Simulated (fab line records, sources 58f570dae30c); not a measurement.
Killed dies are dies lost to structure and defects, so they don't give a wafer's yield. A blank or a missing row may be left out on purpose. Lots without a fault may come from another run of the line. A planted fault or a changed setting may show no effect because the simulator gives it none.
Which tool did it? | flow berkeley_cmos170 | 15 lots, 45 wafers sampled, at 4 steps of a route of 331

WHAT THE GAUGES READ, wafer by wafer
UCB170_PFIELD_OVL_MEAS_06. Usual: PFIELD_OVL 0 nm, standard deviation 5.1.
lot  | measured    | on         | PFIELD_OVL (nm) | flag
L930 | day 4 15:23 | overlay-01 | -4 3 0          |
L931 | day 4 15:39 | overlay-02 | 1 -2 -2         |
L932 | day 5 11:11 | overlay-01 | 0 3 -1          |
L935 | day 5 16:30 | overlay-01 | 11 5 0          |
L937 | day 6 10:37 | overlay-02 | -4 -3 0         |
L936 | day 6 10:59 | overlay-01 | 1 2 8           |
L938 | day 6 11:17 | overlay-01 | -7 -2 -2        |
L939 | day 6 11:21 | overlay-02 | 8 7 4           |
L941 | day 6 18:19 | overlay-01 | -5 -3 -3        |
L940 | day 6 18:39 | overlay-02 | 12 -2 0         |
L942 | day 6 19:01 | overlay-02 | -5 0 -5         |
L944 | day 7 14:53 | overlay-01 | -2 -8 -13       |
L951 | day 9 05:17 | overlay-01 | 3 2 -9          |
L952 | day 9 05:40 | overlay-02 | -12 -7 -6       |
L953 | day 9 06:01 | overlay-01 | -6 -3 -5        |

UCB170_SDANNEAL_RS_MEAS_04: measures by four-point-probe. Usual: PLDD_RS 1031.5 ohm/sq, standard deviation 2.5.
lot  | measured     | on            | PLDD_RS (ohm/sq)     | flag
L930 | day 7 07:22  | film_metro-01 | 1031.8 1030.5 1031.5 |
L931 | day 7 07:46  | film_metro-04 | 1036.0 1036.3 1033.1 |
L932 | day 8 06:17  | film_metro-03 | 1032.2 1032.4 1031.3 |
L935 | day 8 12:16  | film_metro-04 | 1031.7 1032.8 1031.4 |
L937 | day 9 08:35  | film_metro-01 | 1028.4 1029.7 1029.0 |
L936 | day 9 09:04  | film_metro-01 | 1028.3 1031.9 1029.4 |
L938 | day 9 08:38  | film_metro-03 | 1033.1 1033.5 1030.3 |
L939 | day 9 08:47  | film_metro-04 | 1031.5 1031.7 1032.6 |
L941 | day 9 12:26  | film_metro-01 | 1123.7 1125.6 1121.6 | OFF
L940 | day 9 12:01  | film_metro-04 | 1107.4 1121.7 1123.2 | OFF
L942 | day 9 12:50  | film_metro-04 | 1055.7 1050.0 1042.0 | OFF
L944 | day 10 16:25 | film_metro-04 | 1030.8 1029.3 1032.3 |
L951 | day 12 01:31 | film_metro-03 | 1031.0 1030.1 1031.3 |
L952 | day 12 01:16 | film_metro-04 | 1035.4 1032.7 1036.2 |
L953 | day 12 01:52 | film_metro-01 | 1026.9 1026.0 1030.9 |

WHICH TOOL RAN EACH LOT (tool, then ch and the chambers of the sampled wafers, then the start)
lot  | UCB170_SPACER_ANNEAL_02       | UCB170_SDANNEAL_RTA_01
L930 | furnace-04 ch 0, day 7 00:21  | rtp_anneal-01 ch 0, day 7 07:04
L931 | furnace-04 ch 0, day 7 00:21  | rtp_anneal-02 ch 0, day 7 07:19
L932 | furnace-04 ch 0, day 7 23:00  | rtp_anneal-02 ch 0, day 8 05:58
L935 | furnace-01 ch 0, day 8 05:54  | rtp_anneal-02 ch 0, day 8 11:55
L937 | furnace-02 ch 0, day 9 00:40  | rtp_anneal-01 ch 0, day 9 08:17
L936 | furnace-02 ch 0, day 9 00:40  | rtp_anneal-02 ch 0, day 9 08:46
L938 | furnace-02 ch 0, day 9 00:40  | rtp_anneal-02 ch 0, day 9 08:19
L939 | furnace-02 ch 0, day 9 00:40  | rtp_anneal-01 ch 0, day 9 08:30
L941 | furnace-02 ch 0, day 9 06:16  | rtp_anneal-01 ch 0, day 9 12:07
L940 | furnace-02 ch 0, day 9 06:16  | rtp_anneal-02 ch 0, day 9 11:44
L942 | furnace-02 ch 0, day 9 06:16  | rtp_anneal-01 ch 0, day 9 12:31
L944 | furnace-01 ch 0, day 10 07:32 | rtp_anneal-01 ch 0, day 10 16:07
L951 | furnace-01 ch 0, day 11 18:49 | rtp_anneal-02 ch 0, day 12 01:13
L952 | furnace-01 ch 0, day 11 18:49 | rtp_anneal-01 ch 0, day 12 00:58
L953 | furnace-01 ch 0, day 11 18:49 | rtp_anneal-01 ch 0, day 12 01:32
- UCB170_SPACER_ANNEAL_02: time 1800 s.
- UCB170_SDANNEAL_RTA_01: time 5.165 s.

WHAT THE TOOLS THEMSELVES READ (means of the sampled wafers that have a number; where no wafer has one, the mark that the record gives instead)
UCB170_SPACER_ANNEAL_02. Usual: spike_tc_centre_C 902.4 C, standard deviation 1; spike_tc_load_C 924.7 C, standard deviation 1.1; zone_power_centre_pct 44.5 %, standard deviation 0.83; zone_power_load_pct 27 %, standard deviation 3.5.
lot  | tool       | spike_tc_centre_C (C) | spike_tc_load_C (C) | zone_power_centre_pct (%) | zone_power_load_pct (%) | flag
L930 | furnace-04 | 903.2                 | 926.3               | 44.2                      | 23                      |
L931 | furnace-04 | 902.4                 | 925.7               | 44.2                      | 23                      |
L932 | furnace-04 | 902.6                 | 925.6               | 44.6                      | 23                      |
L935 | furnace-01 | 901.9                 | 924.2               | 45.2                      | 25                      |
L937 | furnace-02 | 901.8                 | 924.4               | 44.0                      | 31                      |
L936 | furnace-02 | 902.9                 | 923.4               | 44.1                      | 31                      |
L938 | furnace-02 | 902.0                 | 924.3               | 44.2                      | 31                      |
L939 | furnace-02 | 902.5                 | 924.3               | 43.7                      | 31                      |
L941 | furnace-02 | 867.8                 | 925.0               | 28.5                      | 34                      | OFF
L940 | furnace-02 | 867.6                 | 925.3               | 28.8                      | 34                      | OFF
L942 | furnace-02 | 867.2                 | 925.3               | 28.8                      | 33                      | OFF
L944 | furnace-01 | 902.3                 | 924.7               | 45.7                      | 24                      |
L951 | furnace-01 | 903.4                 | 922.9               | 45.6                      | 25                      |
L952 | furnace-01 | 903.2                 | 925.4               | 45.6                      | 24                      |
L953 | furnace-01 | 902.0                 | 925.0               | 45.5                      | 24                      |

UCB170_SDANNEAL_RTA_01. Usual: anneal_temp_c_max 1056.5, standard deviation 2.2; lamp_power_pct 39.5 %, standard deviation 2.2; wafer_temp_C_max 1054.9, standard deviation 0.97.
lot  | tool          | anneal_temp_c_max | lamp_power_pct (%) | wafer_temp_C_max | flag
L930 | rtp_anneal-01 | 1054.8            | 37.7               | 1055.5           |
L931 | rtp_anneal-02 | 1057.7            | 42.0               | 1054.7           |
L932 | rtp_anneal-02 | 1060.0            | 42.1               | 1055.0           |
L935 | rtp_anneal-02 | 1058.7            | 42.1               | 1054.1           |
L937 | rtp_anneal-01 | 1055.7            | 37.7               | 1054.8           |
L936 | rtp_anneal-02 | 1059.0            | 42.1               | 1054.7           |
L938 | rtp_anneal-02 | 1058.5            | 42.0               | 1054.4           |
L939 | rtp_anneal-01 | 1054.4            | 37.6               | 1054.6           |
L941 | rtp_anneal-01 | 1053.9            | 37.7               | 1055.3           |
L940 | rtp_anneal-02 | 1058.6            | 42.1               | 1055.1           |
L942 | rtp_anneal-01 | 1055.4            | 37.6               | 1054.5           |
L944 | rtp_anneal-01 | 1055.5            | 37.6               | 1055.2           |
L951 | rtp_anneal-02 | 1058.7            | 42.1               | 1054.3           |
L952 | rtp_anneal-01 | 1055.2            | 37.6               | 1055.0           |
L953 | rtp_anneal-01 | 1054.0            | 37.7               | 1054.5           |

THE ANSWER, worked out from the rows above alone
Rule: a lot is off if the mean of its wafers that have a number lies more than 3 standard deviations from the usual mean. A lot without any number at a reading at which 4 lots or more have one is off too. The other lots that the step has rows for count as sound. The gauges are gone through in route order, then the tools' own readings, and for those a lot's mean is taken as printed above. The first step at which some lot is off is used, and at that step the reading that is off furthest; a lot without a number counts as furthest.
Off: L941, L940, L942, at UCB170_SDANNEAL_RS_MEAS_04 (PLDD_RS).
A tool fits if, at a process step before that reading, it ran every lot that is off, and no sound lot after the first of them. The gauges at UCB170_SDANNEAL_RS_MEAS_04 aren't tried: what is off there is off at UCB170_SPACER_ANNEAL_02 too, on other tools, and a gauge's error can't cause that. One fits: furnace-02 at UCB170_SPACER_ANNEAL_02. Its last sound lot is L936 (day 9 00:40), its first lot that is off L940 (day 9 06:16): a fault that began between those two fits.
The tool's own readings at UCB170_SPACER_ANNEAL_02 bear it out: on the lots that are off they differ by more than 5 times the standard deviation of the sound lots' means. spike_tc_centre_C reads 867.5 C there against 902.5 C on the sound lots; zone_power_centre_pct reads 28.7 % there against 44.7 % on the sound lots.

WHAT THE SIMULATOR HAD PUT IN
Process parameter drift: furnace-02, from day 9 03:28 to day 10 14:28, at UCB170_SPACER_ANNEAL_02. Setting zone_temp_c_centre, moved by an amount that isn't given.
Lots struck among those shown: L941, L940, L942. The rule above found the same.
